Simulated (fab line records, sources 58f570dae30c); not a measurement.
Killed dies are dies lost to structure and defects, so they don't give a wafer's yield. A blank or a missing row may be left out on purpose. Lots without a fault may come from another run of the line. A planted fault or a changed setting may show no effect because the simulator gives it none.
Which tool did it? | flow berkeley_cmos170 | 15 lots, 45 wafers sampled, at 4 steps of a route of 331

WHAT THE GAUGES READ, wafer by wafer
UCB170_M3_CD_MEAS_90: target cd 700 nm.
lot  | measured     | on        | cd_nm (nm)
L449 | day 8 19:58  | cd_sem-01 | 699.3 699.7 701.4
L450 | day 8 19:22  | cd_sem-01 | 700.7 703.4 701.5
L452 | day 9 18:13  | cd_sem-01 | 701.8 703.5 697.4
L454 | day 9 18:11  | cd_sem-02 | 694.2 696.1 700.9
L455 | day 10 09:08 | cd_sem-02 | 695.2 702.5 698.1
L458 | day 10 16:28 | cd_sem-02 | 697.5 696.2 699.8
L457 | day 10 19:44 | cd_sem-01 | 702.3 702.1 697.2
L459 | day 11 17:03 | cd_sem-02 | 698.8 695.3 697.5
L464 | day 11 20:39 | cd_sem-02 | 698.1 699.8 697.5
L463 | day 12 00:20 | cd_sem-01 | 692.0 699.9 698.8
L465 | day 13 02:32 | cd_sem-02 | 701.6 701.3 701.5
L468 | day 13 02:05 | cd_sem-01 | 702.5 698.0 700.8
L469 | day 13 10:40 | cd_sem-02 | 698.4 697.0 699.4
L471 | day 13 14:16 | cd_sem-02 | 698.4 700.1 698.5
L472 | day 13 14:27 | cd_sem-02 | 699.2 702.6 702.4

WHICH TOOL RAN EACH LOT (tool, then ch and the chambers of the sampled wafers, then the start)
lot  | UCB170_NVT_COAT_01                | UCB170_NVT_STRIP_08                  | UCB170_M3_STRIP_19
L449 | litho_track-02 ch 0, day 6 08:33  | plasma_asher-03 ch 0,1, day 6 10:23  | plasma_asher-04 ch 0,1, day 8 19:50
L450 | litho_track-01 ch 0, day 6 08:57  | plasma_asher-04 ch 0,1, day 6 11:02  | plasma_asher-01 ch 0,1, day 8 19:16
L452 | litho_track-03 ch 0, day 7 07:49  | plasma_asher-01 ch 0,1, day 7 08:42  | plasma_asher-04 ch 0,1, day 9 18:05
L454 | litho_track-02 ch 0, day 7 07:54  | plasma_asher-01 ch 0,1, day 7 09:13  | plasma_asher-02 ch 0,1, day 9 17:58
L455 | litho_track-03 ch 0, day 7 20:38  | plasma_asher-01 ch 0,1, day 7 21:30  | plasma_asher-01 ch 0, day 10 09:02
L458 | litho_track-02 ch 0, day 8 02:55  | plasma_asher-04 ch 1, day 8 04:12    | plasma_asher-01 ch 0,1, day 10 16:20
L457 | litho_track-03 ch 0, day 8 02:57  | plasma_asher-01 ch 0,1, day 8 04:33  | plasma_asher-04 ch 0,1, day 10 19:37
L459 | litho_track-03 ch 0, day 8 23:49  | plasma_asher-04 ch 0,1, day 9 00:56  | plasma_asher-04 ch 0,1, day 11 16:56
L464 | litho_track-02 ch 0, day 9 15:18  | plasma_asher-03 ch 0, day 9 16:29    | plasma_asher-04 ch 0,1, day 11 20:32
L463 | litho_track-03 ch 0, day 9 15:20  | plasma_asher-01 ch 0,1, day 9 17:46  | plasma_asher-01 ch 0,1, day 12 00:14
L465 | litho_track-02 ch 0, day 10 07:23 | plasma_asher-01 ch 0,1, day 10 08:35 | plasma_asher-04 ch 0,1, day 13 02:26
L468 | litho_track-02 ch 0, day 10 13:05 | plasma_asher-03 ch 0,1, day 10 14:41 | plasma_asher-02 ch 0,1, day 13 01:59
L469 | litho_track-02 ch 0, day 10 21:27 | plasma_asher-01 ch 0,1, day 10 22:34 | plasma_asher-02 ch 0,1, day 13 10:34
L471 | litho_track-02 ch 0, day 11 04:25 | plasma_asher-04 ch 0,1, day 11 05:39 | plasma_asher-01 ch 0,1, day 13 14:10
L472 | litho_track-01 ch 0, day 11 04:25 | plasma_asher-01 ch 0,1, day 11 05:25 | plasma_asher-04 ch 0,1, day 13 14:21
- UCB170_NVT_COAT_01: resist thk 900 nm.
- UCB170_NVT_STRIP_08: strips in O2.
- UCB170_M3_STRIP_19: strips in O2.

WHAT THE TOOLS THEMSELVES READ (means of the sampled wafers that have a number; where no wafer has one, the mark that the record gives instead)
UCB170_NVT_COAT_01.
lot  | tool           | resist_line_temp_C (C)
L449 | litho_track-02 | 23.08
L450 | litho_track-01 | 23.11
L452 | litho_track-03 | 23.09
L454 | litho_track-02 | 22.98
L455 | litho_track-03 | 22.96
L458 | litho_track-02 | 22.98
L457 | litho_track-03 | 23.13
L459 | litho_track-03 | 22.85
L464 | litho_track-02 | 23.05
L463 | litho_track-03 | 22.90
L465 | litho_track-02 | 22.81
L468 | litho_track-02 | 22.86
L469 | litho_track-02 | 23.07
L471 | litho_track-02 | 23.01
L472 | litho_track-01 | 22.97

UCB170_NVT_STRIP_08.
lot  | tool            | drypump_motor_current_A (A) | oes_product_au (a.u.) | strip_time_to_endpoint_s (s)
L449 | plasma_asher-03 | 5.9                         | 0.731                 | 21.52
L450 | plasma_asher-04 | 5.4                         | 0.739                 | 21.82
L452 | plasma_asher-01 | 5.2                         | 0.737                 | 21.57
L454 | plasma_asher-01 | 5.5                         | 0.738                 | 21.66
L455 | plasma_asher-01 | 5.5                         | 0.739                 | 21.53
L458 | plasma_asher-04 | 5.1                         | 0.739                 | 21.69
L457 | plasma_asher-01 | 5.3                         | 0.737                 | 17.38
L459 | plasma_asher-04 | 5.4                         | 0.729                 | 17.48
L464 | plasma_asher-03 | 5.5                         | 0.736                 | 21.74
L463 | plasma_asher-01 | 5.3                         | 0.731                 | 17.40
L465 | plasma_asher-01 | 5.3                         | 0.736                 | 21.75
L468 | plasma_asher-03 | 5.7                         | 0.734                 | 21.59
L469 | plasma_asher-01 | 5.4                         | 0.736                 | 21.72
L471 | plasma_asher-04 | 5.7                         | 0.730                 | 21.70
L472 | plasma_asher-01 | 5.2                         | 0.732                 | 21.81

UCB170_M3_STRIP_19.
lot  | tool            | drypump_motor_current_A (A) | oes_product_au (a.u.)
L449 | plasma_asher-04 | 5.7                         | 0.520
L450 | plasma_asher-01 | 5.5                         | 0.547
L452 | plasma_asher-04 | 5.4                         | 0.553
L454 | plasma_asher-02 | 5.5                         | 0.529
L455 | plasma_asher-01 | 5.7                         | 0.529
L458 | plasma_asher-01 | 5.5                         | 0.548
L457 | plasma_asher-04 | 5.4                         | 0.527
L459 | plasma_asher-04 | 5.7                         | 0.543
L464 | plasma_asher-04 | 5.4                         | 0.536
L463 | plasma_asher-01 | 5.5                         | 0.529
L465 | plasma_asher-04 | 5.4                         | 0.528
L468 | plasma_asher-02 | 5.5                         | 0.542
L469 | plasma_asher-02 | 5.5                         | 0.547
L471 | plasma_asher-01 | 5.5                         | 0.529
L472 | plasma_asher-04 | 5.4                         | 0.538

THE ANSWER, worked out from the rows above alone
Rule: what is usual is taken from the lots themselves. Put in order of their means at a reading, lots are off if they are a third of the lots or fewer, leave a main group of 4 or more, and stand apart from it by a gap of 3 or more times the standard deviation of the main group's means; of several such gaps the widest counts. A main group whose means are all the same, to the digits that the tables above print for the reading, isn't used. A lot without any number at a reading at which 4 lots or more have one is off too. The other lots that the step has rows for count as sound. The gauges are gone through in route order, then the tools' own readings, and for those a lot's mean is taken as printed above. The first step at which some lot is off is used, and at that step the reading that is off furthest; a lot without a number counts as furthest.
Off: L457, L459, L463, at UCB170_NVT_STRIP_08 (strip_time_to_endpoint_s). The main group: mean 21.68 s, standard deviation 0.098.
A tool fits if, at that step or a process step before it, it ran every lot that is off, and no sound lot after the first of them. One fits: litho_track-03 at UCB170_NVT_COAT_01. Its last sound lot is L455 (day 7 20:38), its first lot that is off L457 (day 8 02:57): a fault that began between those two fits.

WHAT THE SIMULATOR HAD PUT IN
Process parameter drift: litho_track-03, from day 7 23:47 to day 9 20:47, at UCB170_NVT_COAT_01. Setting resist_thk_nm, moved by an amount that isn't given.
Lots struck among those shown: L457, L459, L463. The rule above found the same.
